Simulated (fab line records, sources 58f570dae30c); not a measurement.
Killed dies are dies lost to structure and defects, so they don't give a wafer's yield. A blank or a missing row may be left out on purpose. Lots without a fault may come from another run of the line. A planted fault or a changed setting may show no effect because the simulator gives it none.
A struck lot beside a sound one | flow berkeley_cmos170 | 15 steps out of a route of 331
Sound: wafers L220.2, L220.4, L220.5. Struck: wafer L225.4. (L225.2, L225.6 of the same lot were not struck and are left out.) The cause comes at the end.
At each step with rows: each side's tool, then ch and its chambers, then its first start. Under that, the readings that differ: sound wafers | struck wafers | difference of the means | sigmas: that difference in standard deviations of wafers without a fault.
alike: readings whose means differ by less than 2 such deviations, and words and numbers that are the same on both sides. not compared: withheld readings, readings that some wafer has no value for, bounds like >300 that may hide the same value, and numbers for which the record gives no deviation and whose values overlap.
The two part at a step that has a row with sigmas, a row that says differs or no value, or rows on one side only. Numbers that don't overlap but have no deviation are shown without sigmas and don't part them. A reading that every wafer of one side lacks parts them only if that side has two wafers or more.

first, 1 step without rows for these wafers: UCB170_CONTACT_SOFTBAKE_05 (time 60 s).
UCB170_CONTACT_STRIP_06: strips in O2.
  sound on plasma_asher-02 ch 1, day 10 14:59; struck on plasma_asher-04 ch 0, day 12 01:43
  reading               | sound             | struck | difference | sigmas
  oes_product_au (a.u.) | 0.739 0.739 0.736 | 0.727  | -0.011     | -2
  alike: chamber_pressure_mTorr, drypump_motor_current_A, o2_flow_sccm, strip_time_to_endpoint_s
  not compared: rf_hours_counter_h
then, 1 step without rows for these wafers: UCB170_CONTACT_CLEAN_07 (cleans in SPM, time 600 s).
UCB170_CONTACT_RTA_08: time 10 s.
  sound on rtp_anneal-01 ch 0, day 10 15:25; struck on rtp_anneal-01 ch 0, day 12 02:03
  alike: lamp_power_pct, wafer_temp_C_max
then, 6 steps without rows for these wafers: UCB170_CONTACT_COAT_09; UCB170_CONTACT_COAT_10 (resist thk 900 nm); UCB170_CONTACT_SOFTBAKE_11 (time 60 s); UCB170_CONTACT_EXPOSE_12 (exposes mask CONT, target cd 700 nm); UCB170_CONTACT_PEB_13; UCB170_CONTACT_DEVELOP_14 (develop time 45 s).
UCB170_CONTACT_CD_MEAS_15: target cd 700 nm.
  sound on cd_sem-01, day 10 16:54; struck on cd_sem-02, day 12 03:06
  alike: cd_nm
UCB170_CONTACT_OVL_MEAS_16:
  sound on overlay-02, day 10 17:01; struck on overlay-01, day 12 03:13
  alike: CONTACT_OVL
UCB170_CONTACT_ETCH_17: etches BARC in N2/H2.
  sound on rie_diel-04 ch 0,1,3, day 10 17:02; struck on rie_diel-04 ch 2, day 12 03:14
  reading               | sound             | struck | difference | sigmas
  oes_product_au (a.u.) | 0.962 0.990 1.012 | 0.765  | -0.223     | -11
  alike: chamber_pressure_mTorr, drypump_motor_current_A, throttle_valve_pct
UCB170_CONTACT_ETCH_18: etches PSG in CHF3/CF4/Ar, stops on TiSi2, target depth 840 nm, time 195 s.
  sound on rie_diel-04 ch 0,1,3; struck on rie_diel-04 ch 2
  alike: chamber_pressure_mTorr, drypump_motor_current_A, oes_product_au, throttle_valve_pct
  not compared: rf_hours_counter_h
then, 1 step without rows for these wafers: UCB170_M3_PROBE_99.

WHERE THEY PART
First at UCB170_CONTACT_STRIP_06; last, within this record, at UCB170_CONTACT_ETCH_17. Later steps at which nothing parts them and some readings are alike: UCB170_CONTACT_ETCH_18.

WHY: what the simulator had put in
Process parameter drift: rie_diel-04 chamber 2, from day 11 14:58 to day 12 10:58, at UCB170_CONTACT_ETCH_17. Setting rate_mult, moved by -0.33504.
